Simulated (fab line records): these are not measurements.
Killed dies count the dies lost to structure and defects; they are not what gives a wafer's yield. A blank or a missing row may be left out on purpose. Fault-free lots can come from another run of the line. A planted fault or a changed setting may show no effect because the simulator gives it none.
fab line records	flow rit_cmos
[record] lots = 13	wafers = 37	last_day = 7
route steps=202 shown NRETRO@63 GATE@85 CONTACT@168 M1@199
lots with no fault: from the same line, run without faults
start_h: hours from the record's first day to the start of the lot's first wafer shown	wait_h: how many hours have passed since the lot's step before this one	" repeats the value in the row above	L1.1+2: several wafers, shown together as one row	- no value present, or no start provided	* or withheld: withheld	< > ~ a bound
route shown NAME@n: names a module that has steps shown in the file, with the first one's number in the route	usual: the fault-free wafers' mean and standard deviation	same: alike in all rows	chamber/n: place in a boat	sites: each site's reading	_std_site: how widely they spread, as a standard deviation	_edge_site: the outer-site mean with the inner-site mean subtracted	radius_mm: how far each site lies from the wafer's centre	mask NAME#n: copy n	behind: tool/chamber where the wafer was last shaped	hold: cause of the lot's hold/its duration in hours/its outcome	device: the transistor (n, p or np) that didn't switch	end of line: the route-end tests of the same wafers	a step given without rows: its recipe and nothing more	killed: count of dies lost to structure and defects at first sort (not the wafer's yield)	map: dies across one wafer; x = killed, . = not, _ = none there
set.NAME: the setting the step ran with; set.NAME@STEP: the setting that earlier step ran with	model.NAME: the simulator's own value behind a step, which no gauge read
the route's steps for a sample of lots (tables are steps, rows are wafers)
services: the hour from which a tool's chamber was out of use, counted from the record's first day as start_h (under 0 if before that day), plus the number of hours and why
[[steps]]
[step RIT_NRETRO_TW_MEAS_10]
[usual] NRETRO_TW = 1045/4.2
lot.wafer	tool	chamber	start_h	wait_h	NRETRO_TW
L680.1	film_metro-03	-	33.28	0.1	1054
L680.2	"	-	"	"	1056
L680.4	"	-	"	"	1052
L681.2	film_metro-01	-	36.81	0.1	1046
L681.3	"	-	"	"	1036
L681.5	"	-	"	"	1041
L682.1	film_metro-01	-	41.45	0.1	1041
L682.4	"	-	"	"	1041
L682.6	"	-	"	"	1039
L683.1	film_metro-02	-	47.17	0.1	1046
L683.4	"	-	"	"	1046
L683.6	"	-	"	"	1049
L684.3	film_metro-02	-	51.49	0.1	1044
L684.5	"	-	"	"	1046
L684.6	"	-	"	"	1045
L685.2	film_metro-02	-	55.26	0.1	1044
L685.3	"	-	"	"	1045
L685.6	"	-	"	"	1046
L688.2	film_metro-02	-	73.48	0.1	1044
L688.3	"	-	"	"	1041
L688.6	"	-	"	"	1048
L689.5	film_metro-01	-	79.08	0.0	1050
L693.2	film_metro-02	-	97.59	0.1	1043
L693.3	"	-	"	"	1045
L693.5	"	-	"	"	1047
L694.2	film_metro-02	-	103.37	0.1	1047
L694.3	"	-	"	"	1049
L694.4	"	-	"	"	1044
L696.1	film_metro-01	-	111.29	0.1	1044
L696.5	"	-	"	"	1044
L696.6	"	-	"	"	1040
L699.1	film_metro-01	-	128.61	0.1	1038
L699.2	"	-	"	"	1041
L699.3	"	-	"	"	1035
L700.1	film_metro-03	-	133.28	0.1	1045
L700.3	"	-	"	"	1050
L700.5	"	-	"	"	1046
[step RIT_GATE_THK_MEAS_09]
[recipe] reads = poly-Si_of_GATE_CVD_08
[usual] GATE_POLY_THK = 250.1/2.5
lot.wafer	tool	chamber	start_h	wait_h	GATE_POLY_THK[nm]
L680.1	film_metro-04	-	39.13	0.0	252.9
L680.2	"	-	"	"	253.3
L680.4	"	-	"	"	253.7
L681.2	film_metro-01	-	43.99	0.0	251.5
L681.3	"	-	"	"	249.6
L681.5	"	-	"	"	251.0
L682.1	film_metro-04	-	46.62	0.0	248.3
L682.4	"	-	"	"	247.8
L682.6	"	-	"	"	248.9
L683.1	film_metro-03	-	54.67	0.0	249.0
L683.4	"	-	"	"	247.3
L683.6	"	-	"	"	246.6
L684.3	film_metro-04	-	56.60	0.0	251.2
L684.5	"	-	"	"	248.4
L684.6	"	-	"	"	247.6
L685.2	film_metro-03	-	67.46	0.0	250.1
L685.3	"	-	"	"	251.6
L685.6	"	-	"	"	252.3
L688.2	film_metro-04	-	81.51	0.0	247.2
L688.3	"	-	"	"	243.8
L688.6	"	-	"	"	246.6
L689.5	film_metro-03	-	85.41	0.0	249.2
L693.2	film_metro-04	-	103.57	0.0	248.5
L693.3	"	-	"	"	247.9
L693.5	"	-	"	"	248.5
L694.2	film_metro-01	-	112.38	0.0	251.0
L694.3	"	-	"	"	249.9
L694.4	"	-	"	"	249.2
L696.1	film_metro-01	-	119.71	0.0	246.7
L696.5	"	-	"	"	248.2
L696.6	"	-	"	"	246.4
L699.1	film_metro-04	-	135.29	0.0	246.3
L699.2	"	-	"	"	248.5
L699.3	"	-	"	"	247.8
L700.1	film_metro-01	-	141.19	0.0	252.5
L700.3	"	-	"	"	251.4
L700.5	"	-	"	"	252.7
[step RIT_CONTACT_CVD_00]
[recipe] material = SiO2	target_thk_nm = 400	precursor = TEOS	temp_c = 390	time_s = 61	rf_w = 400
[usual] heater_power_w = 314/49
lot.wafer	tool	chamber	start_h	wait_h	heater_power_w	since_wet_clean_h
L680.1	pecvd-04	1	54.85	0.1	327	1001
L680.2	"	0	"	"	322	1001
L680.4	"	1	"	"	359	-
L681.2	pecvd-03	0	61.04	0.0	292	1397
L681.3	"	1	"	"	297	1397
L681.5	"	2	"	"	266	-
L682.1	pecvd-02	1	62.90	0.1	358	214
L682.4	"	1	"	"	260	-
L682.6	"	1	"	"	276	-
L683.1	pecvd-04	2	70.85	0.1	274	1017
L683.4	"	2	"	"	293	-
L683.6	"	0	"	"	311	-
L684.3	pecvd-03	2	73.96	0.0	294	1410
L684.5	"	0	"	"	247	-
L684.6	"	1	"	"	287	-
L685.2	pecvd-04	0	82.75	0.0	335	1029
L685.3	"	1	"	"	343	1029
L685.6	"	0	"	"	353	-
L688.2	pecvd-04	2	97.13	0.0	328	1043
L688.3	"	1	"	"	368	1043
L688.6	"	2	"	"	248	-
L689.5	pecvd-03	0	100.61	0.0	207	-
L693.2	pecvd-02	0	121.71	0.0	332	272
L693.3	"	1	"	"	313	272
L693.5	"	2	"	"	316	-
L694.2	pecvd-04	0	128.94	0.0	385	1075
L694.3	"	2	"	"	268	1075
L694.4	"	1	"	"	389	-
L696.1	pecvd-02	1	135.71	0.1	338	286
L696.5	"	1	"	"	354	-
L696.6	"	2	"	"	364	-
L699.1	pecvd-02	0	151.09	0.1	290	302
L699.2	"	2	"	"	351	302
L699.3	"	1	"	"	332	302
L700.1	pecvd-04	0	156.13	0.1	294	1102
L700.3	"	1	"	"	360	1102
L700.5	"	1	"	"	387	-
[step RIT_CONTACT_THK_MEAS_01]
[recipe] reads = SiO2_of_CONTACT_CVD_00
[usual] CONTACT_TEOS_THK = 400/4.4
lot.wafer	tool	chamber	start_h	wait_h	CONTACT_TEOS_THK[nm]
L680.1	film_metro-02	-	54.90	0.0	404
L680.2	"	-	"	"	400
L680.4	"	-	"	"	409
L681.2	film_metro-02	-	61.10	0.0	391
L681.3	"	-	"	"	399
L681.5	"	-	"	"	405
L682.1	film_metro-02	-	62.98	0.1	395
L682.4	"	-	"	"	401
L682.6	"	-	"	"	399
L683.1	film_metro-02	-	70.90	0.0	400
L683.4	"	-	"	"	404
L683.6	"	-	"	"	404
L684.3	film_metro-02	-	74.03	0.0	405
L684.5	"	-	"	"	408
L684.6	"	-	"	"	407
L685.2	film_metro-02	-	82.81	0.0	397
L685.3	"	-	"	"	395
L685.6	"	-	"	"	398
L688.2	film_metro-03	-	97.19	0.0	390
L688.3	"	-	"	"	390
L688.6	"	-	"	"	393
L689.5	film_metro-04	-	100.68	0.0	563
L693.2	film_metro-04	-	121.77	0.0	400
L693.3	"	-	"	"	397
L693.5	"	-	"	"	401
L694.2	film_metro-02	-	129.00	0.0	392
L694.3	"	-	"	"	392
L694.4	"	-	"	"	401
L696.1	film_metro-02	-	135.76	0.0	399
L696.5	"	-	"	"	403
L696.6	"	-	"	"	407
L699.1	film_metro-04	-	151.14	0.0	401
L699.2	"	-	"	"	393
L699.3	"	-	"	"	394
L700.1	film_metro-02	-	156.18	0.0	401
L700.3	"	-	"	"	403
L700.5	"	-	"	"	405
[step RIT_M1_CD_MEAS_90]
[recipe] target_cd_nm = 2600
[usual] cd_nm = 2599/3.3
lot.wafer	tool	chamber	start_h	wait_h	cd_nm
L680.1	cd_sem-02	-	59.54	0.1	2597
L680.2	"	-	"	"	2596
L680.4	"	-	"	"	2595
L681.2	cd_sem-02	-	65.68	0.1	2599
L681.3	"	-	"	"	2600
L681.5	"	-	"	"	2600
L682.1	cd_sem-02	-	67.72	0.1	2594
L682.4	"	-	"	"	2596
L682.6	"	-	"	"	2593
L683.1	cd_sem-01	-	75.73	0.1	2599
L683.4	"	-	"	"	2598
L683.6	"	-	"	"	2596
L684.3	cd_sem-01	-	78.76	0.1	2598
L684.5	"	-	"	"	2595
L684.6	"	-	"	"	2597
L685.2	cd_sem-01	-	87.37	0.1	2597
L685.3	"	-	"	"	2598
L685.6	"	-	"	"	2599
L688.2	cd_sem-02	-	102.05	0.1	2606
L688.3	"	-	"	"	2601
L688.6	"	-	"	"	2603
L693.2	cd_sem-02	-	126.54	0.1	2602
L693.3	"	-	"	"	2602
L693.5	"	-	"	"	2599
L694.2	cd_sem-02	-	133.66	0.1	2600
L694.3	"	-	"	"	2599
L694.4	"	-	"	"	2601
L696.1	cd_sem-02	-	140.36	0.1	2599
L696.5	"	-	"	"	2598
L696.6	"	-	"	"	2599
L699.1	cd_sem-02	-	155.71	0.1	2601
L699.2	"	-	"	"	2596
L699.3	"	-	"	"	2601
L700.1	cd_sem-02	-	160.83	0.1	2598
L700.3	"	-	"	"	2597
L700.5	"	-	"	"	2600
[step RIT_M1_PROBE_99]
[usual] killed_at_M0_to_M3 = 0.0/0.083	killed_at_contacts = 0.0/0.18	killed_at_front_end = 7/3.4	killed_dies = 7/3.4	killed_on_rim = 1.8/1.4	killed_open = 3.4/2	killed_short = 3.6/2.1
[same] gross_dies = 264	killed_at_M4_up = 0	killed_at_back_side = 0	killed_at_other = 0
lot.wafer	tool	chamber	start_h	wait_h	killed_at_M0_to_M3	killed_at_contacts	killed_at_front_end	killed_dies	killed_on_rim	killed_open	killed_short
L680.1	prober-01	-	61.28	0.1	0	0	5	5	0	4	1
L680.2	prober-01	-	61.33	0.1	0	0	11	11	3	4	7
L680.4	prober-01	-	61.43	0.2	0	0	5	5	0	5	0
L681.2	prober-01	-	67.45	0.1	0	0	9	9	1	3	6
L681.3	prober-01	-	67.50	0.2	0	0	11	11	4	6	5
L681.5	prober-01	-	67.60	0.2	0	0	10	10	4	4	6
L682.1	prober-02	-	69.46	0.1	1	0	4	5	1	4	1
L682.4	prober-02	-	69.61	0.2	0	0	5	5	2	1	4
L682.6	prober-02	-	69.71	0.2	0	0	4	4	1	1	3
L683.1	prober-01	-	77.47	0.1	0	0	5	5	1	2	3
L683.4	prober-01	-	77.62	0.2	0	0	10	10	4	8	2
L683.6	prober-01	-	77.72	0.2	0	0	6	6	2	3	3
L684.3	prober-02	-	80.56	0.2	0	0	9	9	2	4	5
L684.5	prober-02	-	80.66	0.2	0	0	9	9	4	2	7
L684.6	prober-02	-	80.71	0.2	0	0	5	5	2	2	3
L685.2	prober-01	-	89.14	0.1	0	0	7	7	3	3	4
L685.3	prober-01	-	89.19	0.2	0	0	6	6	1	2	4
L685.6	prober-01	-	89.34	0.2	0	0	3	3	1	2	1
L688.2	prober-02	-	103.82	0.1	0	0	4	4	1	2	2
L688.3	prober-02	-	103.87	0.2	0	0	3	3	1	2	1
L688.6	prober-02	-	104.02	0.2	0	0	5	5	1	1	4
L689.5	prober-01	-	107.28	0.2	0	228	36	264	70	6	6
L693.2	prober-02	-	128.31	0.1	0	0	5	5	0	4	1
L693.3	prober-02	-	128.36	0.2	0	0	11	11	3	5	6
L693.5	prober-02	-	128.46	0.2	0	0	14	14	2	8	6
L694.2	prober-01	-	135.43	0.1	0	0	7	7	2	4	3
L694.3	prober-01	-	135.48	0.2	0	0	12	12	4	9	3
L694.4	prober-01	-	135.53	0.2	0	0	8	8	1	5	3
L696.1	prober-01	-	142.10	0.1	0	0	11	11	5	4	7
L696.5	prober-01	-	142.30	0.2	0	0	5	5	1	2	3
L696.6	prober-01	-	142.35	0.2	0	0	7	7	2	4	3
L699.1	prober-01	-	157.45	0.1	0	0	5	5	0	4	1
L699.2	prober-01	-	157.50	0.1	0	0	14	14	3	5	9
L699.3	prober-01	-	157.55	0.2	0	0	5	5	1	4	1
L700.1	prober-02	-	162.57	0.1	0	0	10	10	4	6	4
L700.3	prober-02	-	162.67	0.2	0	0	2	2	0	0	2
L700.5	prober-02	-	162.77	0.2	0	0	2	2	0	1	1
// killed by level:class
L680.1 SILICIDE:geometric_particle:open=2 FOX1:geometric_particle:open=1 GATE:geometric_particle:open=1 SILICIDE:geometric_particle:short=1
L680.2 SILICIDE:geometric_particle:short=3 FOX2:geometric_particle:open=2 FOX2:geometric_particle:short=2 FOX1:geometric_particle:open=1 GATE:geometric_particle:short=1 REOX:geometric_particle:open=1 REOX:geometric_particle:short=1
L680.4 REOX:geometric_particle:open=2 FOX1:geometric_particle:open=1 GATE:geometric_particle:open=1 SILICIDE:geometric_particle:open=1
L681.2 FOX1:geometric_particle:short=2 SPACER:geometric_particle:short=2 FOX2:geometric_particle:open=1 GATE:geometric_particle:short=1 GATE:geometric_particle:open=1 SPACER:geometric_particle:open=1 SILICIDE:geometric_particle:short=1
L681.3 FOX1:geometric_particle:open=2 GATE:geometric_particle:short=2 SPACER:geometric_particle:short=2 SILICIDE:geometric_particle:open=2 FOX2:geometric_particle:open=1 SPACER:geometric_particle:open=1 SILICIDE:geometric_particle:short=1
L681.5 SILICIDE:geometric_particle:open=3 GATE:geometric_particle:short=2 SILICIDE:geometric_particle:short=2 FOX1:geometric_particle:short=1 FOX1:geometric_particle:open=1 FOX2:geometric_particle:short=1
L682.1 FOX1:geometric_particle:open=2 FOX1:geometric_particle:short=1 GATE:geometric_particle:open=1 M1:geometric_particle:open=1
L682.4 GATE:geometric_particle:short=2 GATE:geometric_particle:open=1 REOX:geometric_particle:short=1 SILICIDE:geometric_particle:short=1
L682.6 FOX1:geometric_particle:short=1 GATE:geometric_particle:short=1 GATE:geometric_particle:open=1 REOX:geometric_particle:short=1
L683.1 SILICIDE:geometric_particle:open=2 FOX1:geometric_particle:short=1 GATE:geometric_particle:short=1 SILICIDE:geometric_particle:short=1
L683.4 GATE:geometric_particle:open=3 REOX:geometric_particle:open=2 SPACER:geometric_particle:open=2 GATE:geometric_particle:short=1 SILICIDE:geometric_particle:open=1 SILICIDE:geometric_particle:short=1
L683.6 FOX1:geometric_particle:open=2 ACTIVE:geometric_particle:short=1 GATE:geometric_particle:open=1 REOX:geometric_particle:short=1 SILICIDE:geometric_particle:short=1
L684.3 REOX:geometric_particle:short=3 GATE:geometric_particle:open=2 FOX2:geometric_particle:open=1 GATE:geometric_particle:short=1 REOX:geometric_particle:open=1 SILICIDE:geometric_particle:short=1
L684.5 GATE:geometric_particle:short=4 SILICIDE:geometric_particle:short=2 FOX2:geometric_particle:short=1 GATE:geometric_particle:open=1 SPACER:geometric_particle:open=1
L684.6 GATE:geometric_particle:open=2 REOX:geometric_particle:short=2 GATE:geometric_particle:short=1
L685.2 SILICIDE:geometric_particle:open=3 GATE:geometric_particle:short=2 FOX1:geometric_particle:short=1 SILICIDE:geometric_particle:short=1
L685.3 GATE:geometric_particle:short=2 GATE:geometric_particle:open=1 REOX:geometric_particle:short=1 SILICIDE:geometric_particle:short=1 SILICIDE:geometric_particle:open=1
L685.6 FOX1:geometric_particle:short=1 REOX:geometric_particle:open=1 SILICIDE:geometric_particle:open=1
L688.2 FOX2:geometric_particle:short=1 GATE:geometric_particle:short=1 REOX:geometric_particle:open=1 SILICIDE:geometric_particle:open=1
L688.3 GATE:geometric_particle:open=1 REOX:geometric_particle:short=1 SILICIDE:geometric_particle:open=1
L688.6 GATE:geometric_particle:short=3 SPACER:geometric_particle:open=1 SPACER:geometric_particle:short=1
L689.5 CONTACT:area_etch=228 SPACER:unspecified=24 GATE:geometric_particle:open=2 GATE:geometric_particle:short=2 REOX:geometric_particle:short=2 FOX1:geometric_particle:short=1 FOX2:geometric_particle:open=1 REOX:geometric_particle:open=1
L693.2 GATE:geometric_particle:open=2 FOX2:geometric_particle:open=1 FOX2:geometric_particle:short=1 SPACER:geometric_particle:open=1
L693.3 FOX2:geometric_particle:open=3 FOX1:geometric_particle:short=2 FOX2:geometric_particle:short=2 GATE:geometric_particle:short=2 FOX1:geometric_particle:open=1 GATE:geometric_particle:open=1
L693.5 GATE:geometric_particle:short=4 GATE:geometric_particle:open=4 FOX1:geometric_particle:open=2 FOX1:geometric_particle:short=1 FOX2:geometric_particle:short=1 REOX:geometric_particle:open=1 SILICIDE:geometric_particle:open=1
L694.2 FOX1:geometric_particle:open=2 FOX2:geometric_particle:open=1 FOX2:geometric_particle:short=1 GATE:geometric_particle:open=1 REOX:geometric_particle:short=1 SILICIDE:geometric_particle:short=1
L694.3 SPACER:geometric_particle:open=4 FOX1:geometric_particle:open=2 FOX1:geometric_particle:short=2 GATE:geometric_particle:open=2 FOX2:geometric_particle:open=1 REOX:geometric_particle:short=1
L694.4 REOX:geometric_particle:open=3 REOX:geometric_particle:short=2 FOX2:geometric_particle:short=1 SPACER:geometric_particle:open=1 SILICIDE:geometric_particle:open=1
L696.1 GATE:geometric_particle:short=3 REOX:geometric_particle:short=2 REOX:geometric_particle:open=2 FOX1:geometric_particle:short=1 FOX1:geometric_particle:open=1 FOX2:geometric_particle:short=1 GATE:geometric_particle:open=1
L696.5 FOX1:geometric_particle:short=2 SPACER:geometric_particle:open=1 SILICIDE:geometric_particle:short=1 SILICIDE:geometric_particle:open=1
L696.6 FOX1:geometric_particle:short=1 GATE:geometric_particle:open=1 GATE:geometric_particle:short=1 REOX:geometric_particle:short=1 REOX:geometric_particle:open=1 SPACER:geometric_particle:open=1 SILICIDE:geometric_particle:open=1
L699.1 FOX1:geometric_particle:open=1 REOX:geometric_particle:open=1 SPACER:geometric_particle:short=1 SPACER:geometric_particle:open=1 SILICIDE:geometric_particle:open=1
L699.2 GATE:geometric_particle:short=4 SPACER:geometric_particle:short=4 GATE:geometric_particle:open=3 SPACER:geometric_particle:open=1 SILICIDE:geometric_particle:open=1 SILICIDE:geometric_particle:short=1
L699.3 SPACER:geometric_particle:open=2 FOX2:geometric_particle:open=1 GATE:geometric_particle:open=1 GATE:geometric_particle:short=1
L700.1 GATE:geometric_particle:open=2 SPACER:geometric_particle:open=2 FOX1:geometric_particle:short=1 FOX2:geometric_particle:open=1 GATE:geometric_particle:short=1 REOX:geometric_particle:short=1 SILICIDE:geometric_particle:short=1 SILICIDE:geometric_particle:open=1
L700.3 FOX2:geometric_particle:short=1 SPACER:geometric_particle:short=1
L700.5 REOX:geometric_particle:short=1 SILICIDE:geometric_particle:open=1
[[services]]
tool	chamber	start_h	hours	kind
pecvd-02	1	35.23	3.0	repair
pecvd-02	-	76.38	1.7	repair
pecvd-02	-	79.45	6.0	pm
pecvd-03	2	103.26	7.2	repair
pecvd-03	0	110.34	4.6	repair
pecvd-02	0	151.60	5.6	repair
[[key]]
[first_sign] step = RIT_CONTACT_THK_MEAS_01	reading = CONTACT_TEOS_THK	direction = up	sigmas = 37	usual = 400	struck = 563
[effect] step = RIT_M1_PROBE_99	reading = killed_at_contacts	direction = up	sigmas = 99+	usual = 0.0	struck = 228
[more_kills_born_at] RIT_CONTACT_ETCH_11@rie_diel-04 = 228
met_at RIT_CONTACT_CVD_00
struck_lots L689
struck_wafers L689.5
later_rows_left_out L689.5
tester_left_out L689
not_acting_at RIT_NRETRO_TW_MEAS_10,RIT_GATE_THK_MEAS_09,RIT_M1_CD_MEAS_90
onset_between 73.96 100.61
[earlier_fault] kind = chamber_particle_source	tool = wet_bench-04	chamber = 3	onset_h = 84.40	steps = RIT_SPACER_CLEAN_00	rate_per_visit_cm2 = 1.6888	end_h = 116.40
[fault] kind = process_parameter_drift	tool = pecvd-03	chamber = 0	onset_h = 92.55	steps = RIT_CONTACT_CVD_00	channel = target_thk_nm	offset = 160	shape = step	stated = 400
// tester_left_out: of these lots the tester's yield and bins aren't shown, on N5 and GAA mostly nor the transistor test; their killed dies are dies lost to structure and defects alone, not to doping, threshold or leakage, so they don't give the yield
// later_rows_left_out: the simulator's readings of these wafers behind a module that went badly wrong aren't trusted and aren't shown, but for the sort
